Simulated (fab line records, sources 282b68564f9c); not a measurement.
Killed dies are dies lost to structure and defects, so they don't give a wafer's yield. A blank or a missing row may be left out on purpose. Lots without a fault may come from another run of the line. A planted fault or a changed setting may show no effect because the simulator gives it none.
A struck lot beside a sound one | flow rit_cmos | 15 steps out of a route of 202
Sound: wafers L824.2, L824.4, L824.5. Struck: wafers L833.3, L833.4, L833.6. The cause comes at the end.
At each step with rows: each side's tool, then ch and its chambers, then its first start. Under that, the readings that differ: sound wafers | struck wafers | difference of the means | sigmas: that difference in standard deviations of wafers without a fault.
alike: readings whose means differ by less than 2 such deviations, and words and numbers that are the same on both sides. not compared: withheld readings, readings that some wafer has no value for, bounds like >300 that may hide the same value, and numbers for which the record gives no deviation and whose values overlap.
The two part at a step that has a row with sigmas, a row that says differs or no value, or rows on one side only. Numbers that don't overlap but have no deviation are shown without sigmas and don't part them. A reading that every wafer of one side lacks parts them only if that side has two wafers or more.

first, 6 steps without rows for these wafers: RIT_CONTACT_HMDS_02 (prime time 60 s); RIT_CONTACT_COAT_03 (resist thk 1000 nm); RIT_CONTACT_SOFTBAKE_04 (time 60 s); RIT_CONTACT_EXPOSE_05 (exposes mask M11, target cd 1000 nm); RIT_CONTACT_PEB_06; RIT_CONTACT_DEVELOP_07 (develop time 120 s).
RIT_CONTACT_CD_MEAS_08: target cd 1000 nm.
  sound on cd_sem-01, day 5 02:17; struck on cd_sem-01, day 6 19:39
  reading    | sound             | struck               | difference | sigmas
  cd_nm (nm) | 995.9 996.9 997.8 | 1000.7 1002.1 1002.3 | +4.8       | +2
RIT_CONTACT_OVL_MEAS_09:
  sound on overlay-01, day 5 02:23; struck on overlay-02, day 6 19:44
  alike: CONTACT_OVL
then, 1 step without rows for these wafers: RIT_CONTACT_HARDBAKE_10 (time 60 s).
RIT_CONTACT_ETCH_11: etches SiO2 in CHF3/CF4/Ar, stops on TiSi2, target depth 480 nm, time 320 s.
  sound on rie_diel-04 ch 0,2, day 5 02:34; struck on rie_diel-04 ch 0,3, day 6 19:55
  alike: CHF3_flow_sccm, O2_flow_sccm, cf4_flow_sccm, drypump_motor_current_A, oes_product_au, throttle_valve_pct
  not compared: rf_hours_counter_h
RIT_CONTACT_STRIP_12: strips in O2, time 180 s.
  sound on plasma_asher-03 ch 0,1, day 5 02:46; struck on plasma_asher-01 ch 0,1, day 6 20:10
  alike: drypump_motor_current_A
  not compared: rf_hours_counter_h
RIT_CONTACT_CD_MEAS_90: target cd 1000 nm.
  sound on cd_sem-02, day 5 02:58; struck on cd_sem-02, day 6 20:19
  reading    | sound             | struck               | difference | sigmas
  cd_nm (nm) | 996.1 997.7 997.6 | 1000.5 1002.0 1001.6 | +4.2       | +2
RIT_CONTACT_CLEAN_13: cleans in SC1, time 600 s.
  sound on wet_bench-01 ch 3, day 5 03:04; struck on wet_bench-01 ch 0, day 6 20:24
  reading          | sound       | struck      | difference | sigmas
  run_length_s (s) | 626 626 626 | 594 594 594 | -32        | -9
then, 2 steps without rows for these wafers: RIT_CONTACT_CLEAN_14 (cleans in SC2, time 600 s); RIT_M1_PROBE_99.

WHERE THEY PART
First at RIT_CONTACT_CD_MEAS_08; last, within this record, at RIT_CONTACT_CLEAN_13.

WHY: what the simulator had put in
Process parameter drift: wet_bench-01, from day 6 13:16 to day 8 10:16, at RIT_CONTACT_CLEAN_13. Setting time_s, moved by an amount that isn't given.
